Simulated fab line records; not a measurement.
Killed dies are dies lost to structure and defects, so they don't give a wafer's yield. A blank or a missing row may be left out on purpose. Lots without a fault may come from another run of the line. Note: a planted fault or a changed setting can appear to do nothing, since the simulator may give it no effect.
Which tool did it? || flow berkeley cmos170 || 14 lots with 42 wafers sampled at 3 steps, on a route of 331 steps

WHAT THE GAUGES READ, wafer by wafer
UCB170_SACOX_THK_MEAS_02.
{"lot": "L341", "measured": "day 5 12:13", "on": "film metro-03", "SACOX_OXIDE_THK (nm)": "13.89 13.80 14.09"}
{"lot": "L342", "measured": "day 5 22:32", "on": "film metro-02", "SACOX_OXIDE_THK (nm)": "14.54 14.42 14.71"}
{"lot": "L343", "measured": "day 5 22:35", "on": "film metro-02", "SACOX_OXIDE_THK (nm)": "14.18 13.98 14.13"}
{"lot": "L344", "measured": "day 5 22:32", "on": "film metro-03", "SACOX_OXIDE_THK (nm)": "14.74 14.60 14.44"}
{"lot": "L346", "measured": "day 6 08:20", "on": "film metro-03", "SACOX_OXIDE_THK (nm)": "14.71 14.68 14.67"}
{"lot": "L347", "measured": "day 6 08:20", "on": "film metro-02", "SACOX_OXIDE_THK (nm)": "14.72 14.70 14.64"}
{"lot": "L348", "measured": "day 6 22:10", "on": "film metro-02", "SACOX_OXIDE_THK (nm)": "14.69 14.55 14.70"}
{"lot": "L351", "measured": "day 7 01:29", "on": "film metro-03", "SACOX_OXIDE_THK (nm)": "22.83 22.90 23.02"}
{"lot": "L354", "measured": "day 7 20:54", "on": "film metro-01", "SACOX_OXIDE_THK (nm)": "23.01 23.14 22.85"}
{"lot": "L359", "measured": "day 9 00:27", "on": "film metro-02", "SACOX_OXIDE_THK (nm)": "14.27 14.31 14.05"}
{"lot": "L360", "measured": "day 9 08:35", "on": "film metro-01", "SACOX_OXIDE_THK (nm)": "14.45 14.32 14.36"}
{"lot": "L361", "measured": "day 9 08:35", "on": "film metro-03", "SACOX_OXIDE_THK (nm)": "14.57 14.59 14.55"}
{"lot": "L362", "measured": "day 9 15:46", "on": "film metro-03", "SACOX_OXIDE_THK (nm)": "14.16 14.33 14.13"}
{"lot": "L363", "measured": "day 9 15:46", "on": "film metro-01", "SACOX_OXIDE_THK (nm)": "14.41 14.35 14.52"}

UCB170_V1_CD_MEAS_90: the cd target is 700 nm.
{"lot": "L341", "measured": "day 7 20:08", "on": "cd sem-01", "cd nm (nm)": "703.3 702.0 700.6"}
{"lot": "L342", "measured": "day 8 05:19", "on": "cd sem-02", "cd nm (nm)": "697.4 698.2 698.7"}
{"lot": "L343", "measured": "day 8 05:28", "on": "cd sem-02", "cd nm (nm)": "701.4 700.7 702.0"}
{"lot": "L344", "measured": "day 8 05:36", "on": "cd sem-01", "cd nm (nm)": "698.8 697.5 698.4"}
{"lot": "L346", "measured": "day 8 11:28", "on": "cd sem-01", "cd nm (nm)": "697.2 698.8 698.0"}
{"lot": "L347", "measured": "day 8 17:28", "on": "cd sem-02", "cd nm (nm)": "703.0 700.3 703.0"}
{"lot": "L348", "measured": "day 9 05:05", "on": "cd sem-02", "cd nm (nm)": "698.5 697.8 697.5"}
{"lot": "L351", "measured": "day 9 05:32", "on": "cd sem-02", "cd nm (nm)": "700.4 701.7 698.4"}
{"lot": "L354", "measured": "day 10 02:45", "on": "cd sem-01", "cd nm (nm)": "699.0 700.2 698.1"}
{"lot": "L359", "measured": "day 11 05:53", "on": "cd sem-02", "cd nm (nm)": "701.3 699.2 698.4"}
{"lot": "L360", "measured": "day 11 16:50", "on": "cd sem-01", "cd nm (nm)": "698.4 697.9 698.2"}
{"lot": "L361", "measured": "day 11 15:10", "on": "cd sem-02", "cd nm (nm)": "700.9 699.3 698.4"}
{"lot": "L362", "measured": "day 12 00:08", "on": "cd sem-01", "cd nm (nm)": "700.9 700.7 700.0"}
{"lot": "L363", "measured": "day 11 23:53", "on": "cd sem-02", "cd nm (nm)": "701.0 701.1 700.5"}

EACH LOT AND THE TOOL THAT RAN IT (in order: tool; ch and the chambers of the sampled wafers; start)
{"lot": "L341", "UCB170_SACOX_OXIDATION_01": "furnace-01 ch 0, day 5 10:33"}
{"lot": "L342", "UCB170_SACOX_OXIDATION_01": "furnace-03 ch 0, day 5 20:52"}
{"lot": "L343", "UCB170_SACOX_OXIDATION_01": "furnace-03 ch 0, day 5 20:52"}
{"lot": "L344", "UCB170_SACOX_OXIDATION_01": "furnace-03 ch 0, day 5 20:52"}
{"lot": "L346", "UCB170_SACOX_OXIDATION_01": "furnace-03 ch 0, day 6 06:40"}
{"lot": "L347", "UCB170_SACOX_OXIDATION_01": "furnace-03 ch 0, day 6 06:40"}
{"lot": "L348", "UCB170_SACOX_OXIDATION_01": "furnace-04 ch 0, day 6 20:29"}
{"lot": "L351", "UCB170_SACOX_OXIDATION_01": "furnace-04 ch 0, day 6 20:29 and furnace-01 ch 0, day 6 23:48"}
{"lot": "L354", "UCB170_SACOX_OXIDATION_01": "furnace-01 ch 0, day 7 17:01 and furnace-03 ch 0, day 7 19:14"}
{"lot": "L359", "UCB170_SACOX_OXIDATION_01": "furnace-03 ch 0, day 8 22:47"}
{"lot": "L360", "UCB170_SACOX_OXIDATION_01": "furnace-04 ch 0, day 9 06:55"}
{"lot": "L361", "UCB170_SACOX_OXIDATION_01": "furnace-04 ch 0, day 9 06:55"}
{"lot": "L362", "UCB170_SACOX_OXIDATION_01": "furnace-04 ch 0, day 9 14:05"}
{"lot": "L363", "UCB170_SACOX_OXIDATION_01": "furnace-04 ch 0, day 9 14:05"}
- UCB170_SACOX_OXIDATION_01: target thk 14.4 nm, ox time 2400 s.

WHAT THE TOOLS THEMSELVES READ (means of the sampled wafers that have a number; where no wafer has one, the mark that the record gives instead)
UCB170_SACOX_OXIDATION_01.
{"lot": "L341", "tool": "furnace-01", "spike tc source C (C)": 924.6}
{"lot": "L342", "tool": "furnace-03", "spike tc source C (C)": 923.1}
{"lot": "L343", "tool": "furnace-03", "spike tc source C (C)": 923.2}
{"lot": "L344", "tool": "furnace-03", "spike tc source C (C)": 923.4}
{"lot": "L346", "tool": "furnace-03", "spike tc source C (C)": 922.6}
{"lot": "L347", "tool": "furnace-03", "spike tc source C (C)": 923.7}
{"lot": "L348", "tool": "furnace-04", "spike tc source C (C)": 923.6}
{"lot": "L351", "tool": "furnace-04/furnace-01", "spike tc source C (C)": 924.3}
{"lot": "L354", "tool": "furnace-01/furnace-03", "spike tc source C (C)": 924.0}
{"lot": "L359", "tool": "furnace-03", "spike tc source C (C)": 923.0}
{"lot": "L360", "tool": "furnace-04", "spike tc source C (C)": 924.4}
{"lot": "L361", "tool": "furnace-04", "spike tc source C (C)": 924.8}
{"lot": "L362", "tool": "furnace-04", "spike tc source C (C)": 924.7}
{"lot": "L363", "tool": "furnace-04", "spike tc source C (C)": 924.2}

THE ANSWER, worked out from the rows above alone
Rule: the lots themselves supply what counts as usual. Put in order of their means at a reading, lots are off if they are a third of the lots or fewer, leave a main group of 4 or more, and stand apart from it by a gap of 3 or more times the standard deviation of the main group's means; of several such gaps the widest counts. Not used: any main group whose means are identical at the precision the tables above print for the reading. A lot without any number at a reading at which 4 lots or more have one is off too. All remaining lots with rows at the step are treated as sound. First the gauges in route order, then the tools' own readings, where a lot's mean is used as printed above. At the first step where some lot is off, the reading lying furthest off is the one used; lots without a number count as furthest.
Off: at UCB170_SACOX_THK_MEAS_02 (SACOX_OXIDE_THK), L351, L354. The main group has a mean of 14.42 nm with a standard deviation of 0.24.
If a tool, at a process step before that reading, ran all the lots that are off and no sound lot after the first of them, it fits. Gauges at UCB170_SACOX_THK_MEAS_02: tried the same way as those tools. One candidate fits, namely furnace-01 at UCB170_SACOX_OXIDATION_01. Its last sound lot is L341 (day 5 10:33), its first lot that is off L351 (day 6 23:48): a fault that began between those two fits.

WHAT THE SIMULATOR HAD PUT IN
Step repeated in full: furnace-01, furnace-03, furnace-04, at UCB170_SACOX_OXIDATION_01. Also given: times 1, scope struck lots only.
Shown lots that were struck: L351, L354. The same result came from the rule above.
